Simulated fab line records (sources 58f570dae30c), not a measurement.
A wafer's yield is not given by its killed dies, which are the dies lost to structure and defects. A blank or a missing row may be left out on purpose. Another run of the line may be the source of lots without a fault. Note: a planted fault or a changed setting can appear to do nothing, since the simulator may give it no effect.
The same fault as seen by 2 desks -- flow berkeleyCmos170 -- numbers are kept per desk, each desk with only its own; the story behind them comes last

## THE TOOL OWNER'S DESK: furnace-01
The tool's own readings at UCB170_WELLDRIVE_OXIDATION_01 (target thk 199 nm, ox time 9000 s): means of the sampled wafers that have a number, for each lot that ran on this tool. A lot is out of limits, marked OUT, if its mean lies more than 4 standard deviations from the usual mean; the brackets give that distance.
Columns: A = spikeTcCentreC at UCB170_WELLDRIVE_OXIDATION_01, usual 1102.8 C; B = zonePowerCentrePct at UCB170_WELLDRIVE_OXIDATION_01, usual 53.3 %; C = zonePowerSourcePct at UCB170_WELLDRIVE_OXIDATION_01, usual 39.9 %
lot,first seen here,A,B,C
L326,day 5 10:19,1104.1,51.5,38.9
L329,day 5 17:55,1104.3,51.2,39.1
L332,day 6 08:41,1131.7 (+24) OUT,65.4 (+6.1) OUT,36.7
L336,day 7 06:35,1132.0 (+24) OUT,64.9 (+5.8) OUT,36.5
This desk's verdict: out of limits on L332, L336, starting with L332 at day 6 08:41 (spikeTcCentreC at UCB170_WELLDRIVE_OXIDATION_01). In limits: L326, L329.

## AT THE METROLOGY DESK
What the gauges read, lot by lot, whatever tool the lot ran on: means of the sampled wafers that have a number. A lot is out of limits, marked OUT, if its mean lies more than 4 standard deviations from the usual mean; the brackets give that distance.
Columns: A = cdNm at UCB170_V2_CD_MEAS_90, usual 699.9 nm
lot,first seen here,A
L321,day 9 10:19,701.3
L325,day 10 04:44,699.1
L326,day 10 09:35,697.1
L328,day 10 09:52,701.5
L327,day 10 10:51,700.5
L323,day 10 11:34,698.8
L329,day 10 13:07,700.9
L331,day 11 06:28,699.9
L332,day 11 06:41,701.5
L333,day 11 20:25,698.4
L335,day 11 20:56,701.6
L336,day 12 05:23,698.0
L341,day 12 21:32,700.2
L340,day 13 00:03,699.7
This desk found nothing out of limits on any of the 14 lots.

## BROUGHT TOGETHER
The tool owner's desk could have raised an alarm at day 6 08:41, on L332, L336.
Nothing out of limits was seen by the metrology desk.
The metrology desk has L332, L336 on record, within its limits.
On furnace-01, each named lot ran UCB170_WELLDRIVE_OXIDATION_01.

## WHAT THE SIMULATOR HAD INSERTED
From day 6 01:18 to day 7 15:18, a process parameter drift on furnace-01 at UCB170_WELLDRIVE_OXIDATION_01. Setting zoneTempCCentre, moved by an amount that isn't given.
Struck lots among those shown: L332, L336.
Each desk's first reading out of limits, in hours after the fault started: the tool owner's desk, 7.
